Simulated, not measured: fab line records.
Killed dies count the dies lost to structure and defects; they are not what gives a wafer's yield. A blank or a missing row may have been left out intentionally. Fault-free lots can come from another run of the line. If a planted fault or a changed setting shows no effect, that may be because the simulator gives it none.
Which of the tools did it? || flow berkeley_cmos170 || 14 lots, 42 wafers sampled, at 1 step of a route of 331

WHAT EACH GAUGE READ, for each wafer
UCB170_ACTIVE_THK_MEAS_03. Usual: ACTIVE_OXIDE_THK typically reads 26.3 nm, with standard deviation 0.52.
{"lot": "L576", "measured": "day 3 14:07", "on": "film_metro-04", "ACTIVE_OXIDE_THK (nm)": "26.1 26.5 26.1", "flag": ""}
{"lot": "L577", "measured": "day 3 19:59", "on": "film_metro-03", "ACTIVE_OXIDE_THK (nm)": "26.8 26.1 26.7", "flag": ""}
{"lot": "L578", "measured": "day 4 10:51", "on": "film_metro-04", "ACTIVE_OXIDE_THK (nm)": "26.2 26.3 26.2", "flag": ""}
{"lot": "L579", "measured": "day 4 17:31", "on": "film_metro-01", "ACTIVE_OXIDE_THK (nm)": "26.3 26.1 26.6", "flag": ""}
{"lot": "L580", "measured": "day 4 17:31", "on": "film_metro-03", "ACTIVE_OXIDE_THK (nm)": "26.7 26.0 26.2", "flag": ""}
{"lot": "L581", "measured": "day 4 23:01", "on": "film_metro-04", "ACTIVE_OXIDE_THK (nm)": "26.3 26.1 26.4", "flag": ""}
{"lot": "L582", "measured": "day 5 04:08", "on": "film_metro-03", "ACTIVE_OXIDE_THK (nm)": "26.7 26.5 26.3", "flag": ""}
{"lot": "L583", "measured": "day 5 15:58", "on": "film_metro-01", "ACTIVE_OXIDE_THK (nm)": "26.3 26.5 26.1", "flag": ""}
{"lot": "L584", "measured": "day 5 15:58", "on": "film_metro-03", "ACTIVE_OXIDE_THK (nm)": "26.6 26.2 26.6", "flag": ""}
{"lot": "L585", "measured": "day 5 15:59", "on": "film_metro-04", "ACTIVE_OXIDE_THK (nm)": "27.1 27.2 27.2", "flag": ""}
{"lot": "L586", "measured": "day 6 00:34", "on": "film_metro-04", "ACTIVE_OXIDE_THK (nm)": "25.6 25.6 25.5", "flag": ""}
{"lot": "L591", "measured": "day 6 23:18", "on": "film_metro-01", "ACTIVE_OXIDE_THK (nm)": "28.4 28.8 28.6", "flag": "OFF"}
{"lot": "L596", "measured": "day 8 00:40", "on": "film_metro-01", "ACTIVE_OXIDE_THK (nm)": "29.1 29.2 28.5", "flag": "OFF"}
{"lot": "L599", "measured": "day 9 02:35", "on": "film_metro-04", "ACTIVE_OXIDE_THK (nm)": "26.3 25.9 26.4", "flag": ""}

WHAT TOOL EACH LOT RAN ON (gives the tool, then ch and the chambers of the sampled wafers, and finally the start)
There is no process step in the record ahead of these readings.

AS READ BY THE TOOLS THEMSELVES (means over the sampled wafers that have a number; for cases with no such wafer, the mark the record gives instead)
The record holds no such reading with a usual standard deviation.

THE ANSWER, worked out from the rows above alone
Rule: take the mean of a lot's wafers that have a number; if it is more than 3 standard deviations from the usual mean, the lot is off. A lot without any number at a reading at which 4 lots or more have one is off too. Any other lot the step has rows for is counted as sound. After the gauges, taken in route order, come the tools' own readings; for these a lot's mean is taken, as printed above. At the first step where some lot is off, the reading lying furthest off is the one used; lots without a number count as furthest.
Off: at UCB170_ACTIVE_THK_MEAS_03 (ACTIVE_OXIDE_THK), L591, L596.
A tool fits if, at a process step before that reading, it ran every lot that is off, and no sound lot after the first of them. Those tools and the gauges at UCB170_ACTIVE_THK_MEAS_03 are tried in the same way. One candidate fits, namely film_metro-01 at UCB170_ACTIVE_THK_MEAS_03. Its last sound lot is L583 (day 5 15:58), its first lot that is off L591 (day 6 23:18): a fault that began between those two fits.

WHAT HAD BEEN PUT IN BY THE SIMULATOR
Metrology matching offset: film_metro-01, from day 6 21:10 on, at UCB170_ACTIVE_THK_MEAS_03. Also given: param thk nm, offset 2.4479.
Lots struck among those shown: L591, L596. The rule above found the same.
